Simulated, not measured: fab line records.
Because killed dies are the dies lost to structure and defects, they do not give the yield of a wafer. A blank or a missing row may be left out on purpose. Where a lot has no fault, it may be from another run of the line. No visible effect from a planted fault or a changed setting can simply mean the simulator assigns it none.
Shared-tool check	flow rit_cmos	48 wafers sampled across 16 lots

WHY IT WAS OPENED
4 of 16 lots carry a flag on the reading NRETRO_OVL at RIT_NRETRO_OVL_MEAS_06. Wafers without a fault read 0.1 nm, standard deviation 1.3.
Rule: a lot is flagged when every wafer of it that has a number lies more than 4 standard deviations from that mean, or none has a number. All remaining lots are regarded as sound.

lot	measured	on	NRETRO_OVL (nm), wafer by wafer	flag
L389	day 2 07:12	overlay-01	0.7 -0.3 -0.3	
L390	day 2 12:14	overlay-01	0.5 -0.3 1.0	
L391	day 2 16:31	overlay-02	-1.5 -0.2 1.4	
L392	day 2 20:40	overlay-01	-301.8 -301.0 -301.4	FLAGGED
L393	day 3 02:00	overlay-01	-299.9 -299.3 -300.1	FLAGGED
L394	day 3 08:00	overlay-02	-298.9 -299.4 -301.5	FLAGGED
L395	day 3 13:20	overlay-02	-298.5 -298.7 -298.2	FLAGGED
L398	day 4 04:29	overlay-02	0.7 1.4 3.6	
L401	day 4 20:26	overlay-01	2.1 1.3 1.3	
L402	day 4 23:54	overlay-01	1.7 2.0 1.5	
L404	day 5 09:49	overlay-01	-2.3 -1.3 0.0	
L405	day 5 14:53	overlay-01	0.4 0.7 -0.1	
L406	day 5 21:02	overlay-01	2.7 2.8 1.8	
L408	day 6 05:56	overlay-02	-0.2 -0.7 -0.7	
L409	day 6 11:27	overlay-01	-2.0 -2.0 -3.1	
L412	day 7 01:04	overlay-02	2.4 1.3 0.7	
On average the flagged lots read -299.9 nm, which is -300.0 nm against the usual, or -99 or more standard deviations.

WHICH TOOL EACH LOT WENT THROUGH
The record keeps 1 process step preceding the reading, out of 202 steps on the route. Each cell gives the tool, then ch followed by the chambers the sampled wafers passed through, then the start.
lot	flag	RIT_NRETRO_EXPOSE_03
L389		iline_stepper-02 ch 0, day 2 06:46
L390		iline_stepper-01 ch 0, day 2 11:50
L391		iline_stepper-01 ch 0, day 2 16:05
L392	FLAGGED	iline_stepper-01 ch 0, day 2 20:16
L393	FLAGGED	iline_stepper-01 ch 0, day 3 01:34
L394	FLAGGED	iline_stepper-01 ch 0, day 3 07:34
L395	FLAGGED	iline_stepper-01 ch 0, day 3 12:56
L398		iline_stepper-02 ch 0, day 4 04:02
L401		iline_stepper-02 ch 0, day 4 20:03
L402		iline_stepper-02 ch 0, day 4 23:28
L404		iline_stepper-02 ch 0, day 5 09:23
L405		iline_stepper-02 ch 0, day 5 14:27
L406		iline_stepper-02 ch 0, day 5 20:37
L408		iline_stepper-02 ch 0, day 6 05:31
L409		iline_stepper-02 ch 0, day 6 11:01
L412		iline_stepper-02 ch 0, day 7 00:38
These steps, and what they do:
- RIT_NRETRO_EXPOSE_03: exposes mask M4, target cd 43900 nm.
- RIT_NRETRO_OVL_MEAS_06

FLAGGED OVER TOTAL, TOOL BY TOOL (the gauges that took the reading come last)
step	tool	lots run	flagged	share of the flagged lots	sound lots run after its first flagged lot
RIT_NRETRO_EXPOSE_03	iline_stepper-01	6	4	all	0
RIT_NRETRO_EXPOSE_03	iline_stepper-02	10	0	none	-
RIT_NRETRO_OVL_MEAS_06	overlay-01	10	2	some	6 (L401,L402,L404,L405,L406,L409)
RIT_NRETRO_OVL_MEAS_06	overlay-02	6	2	some	3 (L398,L408,L412)

WHAT THE TABLE ALLOWS
All flagged lots share 1 row of the table, namely iline_stepper-01 at RIT_NRETRO_EXPOSE_03.
- iline_stepper-01 at RIT_NRETRO_EXPOSE_03 ran 6 lots, 4 of them flagged. Its last sound lot is L391 (day 2 16:05), its first flagged lot L392 (day 2 20:16): a fault that began between those two fits.
Just one tool remains: iline_stepper-01 at RIT_NRETRO_EXPOSE_03.

WHAT WAS PUT IN BY THE SIMULATOR
Scanner matching overlay: iline_stepper-01, from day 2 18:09 on, at RIT_NRETRO_EXPOSE_03. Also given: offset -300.
Shown lots that were struck: L392, L393, L394, L395. Same finding as the rule above.
